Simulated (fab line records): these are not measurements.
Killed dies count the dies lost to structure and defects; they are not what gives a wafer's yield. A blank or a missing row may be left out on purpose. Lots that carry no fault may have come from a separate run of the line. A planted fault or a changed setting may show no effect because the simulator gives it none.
Split-lot experiment ; flow rit cmos ; route with 202 steps; 5 lots, 23 wafers read

## SPLIT DETAILS
At RIT_NWELL_COAT_01 (resist thk 1300 nm), the setting resist thk nm was moved away from the recipe's 1300 nm on 11 of the 23 wafers read, by -3.4% to +4.8%. This setting was run at the recipe's value on the other wafers.

## FROM THE SPLIT TO THE READING: what the file shows between them, 3 steps
- RIT_NWELL_SOFTBAKE_02: time 60 s
- RIT_NWELL_EXPOSE_03: exposes mask M2, target cd 43900 nm
- RIT_NWELL_DEVELOP_05: develop time 68 s

## THE READING
NOVOLAK_of_NWELL_COAT_01.thk nm (the simulator's own value, which no gauge read), in nm, at RIT_NWELL_HARDBAKE_07 (time 120 s). No usual value for it is given in the file. Average 1134 nm, standard deviation 2.1 nm, over the 12 wafers here run with the recipe.

wafer;tool, chamber at the split;resist thk nm as run, nm;against the recipe;NOVOLAK_of_NWELL_COAT_01.thk nm, nm;against lot-mates on the recipe
L077.1;litho track-04, 0;1363;+4.8%;1191;+56
L077.3;litho track-04, 0;1363;+4.8%;1188;+53
L077.4;litho track-04, 0;1363;+4.8%;1188;+53
L077.5;litho track-04, 0;1300;recipe;1134;-
L077.6;litho track-04, 0;1300;recipe;1136;-
L080.1;litho track-04, 0;1300;recipe;1137;-
L080.4;litho track-04, 0;1300;recipe;1137;-
L080.2;litho track-04, 0;1256;-3.4%;1096;-41
L080.3;litho track-04, 0;1256;-3.4%;1096;-41
L080.5;litho track-04, 0;1256;-3.4%;1098;-39
L081.1;litho track-03, 0;1300;recipe;1134;-
L081.2;litho track-03, 0;1348;+3.7%;1175;+42
L081.4;litho track-03, 0;1300;recipe;1132;-
L081.5;litho track-03, 0;1348;+3.7%;1173;+40
L081.6;litho track-03, 0;1300;recipe;1133;-
L083.2;litho track-04, 0;1341;+3.2%;1173;+38
L083.3;litho track-04, 0;1300;recipe;1135;-
L083.4;litho track-04, 0;1341;+3.2%;1170;+36
L083.5;litho track-04, 0;1341;+3.2%;1175;+40
L083.6;litho track-04, 0;1300;recipe;1134;-
L084.2;litho track-02, 0;1300;recipe;1132;-
L084.5;litho track-02, 0;1300;recipe;1132;-
L084.6;litho track-02, 0;1300;recipe;1130;-

FIT RESULTS
A straight line over all 23 wafers: NOVOLAK_of_NWELL_COAT_01.thk nm changes by +11.3 nm for each +1% of resist thk nm; r = +1.00; the points scatter about the line by 2.3 nm.
The same after taking each lot's own level away (the mean of its wafers on the recipe; 23 wafers): +11.5 nm for each +1%; r = +1.00; scatter 1.7 nm.
On that fit, the largest move of resist thk nm shifts the reading by 56 nm.
The span of the lots' own levels, 1131.3 to 1137.0 nm, comes to 2.7 times the standard deviation stated above.
Hence the lot-to-lot level has little effect on the slope; both slopes agree.
Check: with one of the wafers moved furthest among these (+4.8%) left out of the fit, the line predicts +55.4 nm for it against its lot-mates. It came out at +56 nm against them.

## OTHER SPLITS APPLIED TO THESE WAFERS
Before the reading, these wafers also passed through other splits. Each is held against what the fit with the lots' levels taken away leaves over:
other split on the same wafers;wafers away from the commonest value;r with NOVOLAK_of_NWELL_COAT_01.thk nm (lot level and that fit taken away)
RIT_ACTIVE_COAT_06 spin rpm;8;-0.27
RIT_ACTIVE_ETCH_13 rf w;6;-0.12
RIT_FOX2_WET_ETCH_03 time s;18;+0.45

## THE WHOLE CHAIN: every reading that the file lists as answering this split, in the file's order
step;what it does;reading;change (the file's fit);r (the file's)
RIT_NWELL_COAT_01;resist thk 1300 nm;NOVOLAK_of_NWELL_COAT_01.thk nm (the simulator's own value, which no gauge read);+13.3 nm for each +1% of the setting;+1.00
RIT_NWELL_HARDBAKE_07;time 120 s;NOVOLAK_of_NWELL_COAT_01.thk nm (the simulator's own value, which no gauge read);+11.4 nm for each +1% of the setting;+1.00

## FILE'S OWN FIT
NOVOLAK_of_NWELL_COAT_01.thk nm changes by +11.4 nm for each +1% of resist thk nm, r = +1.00.
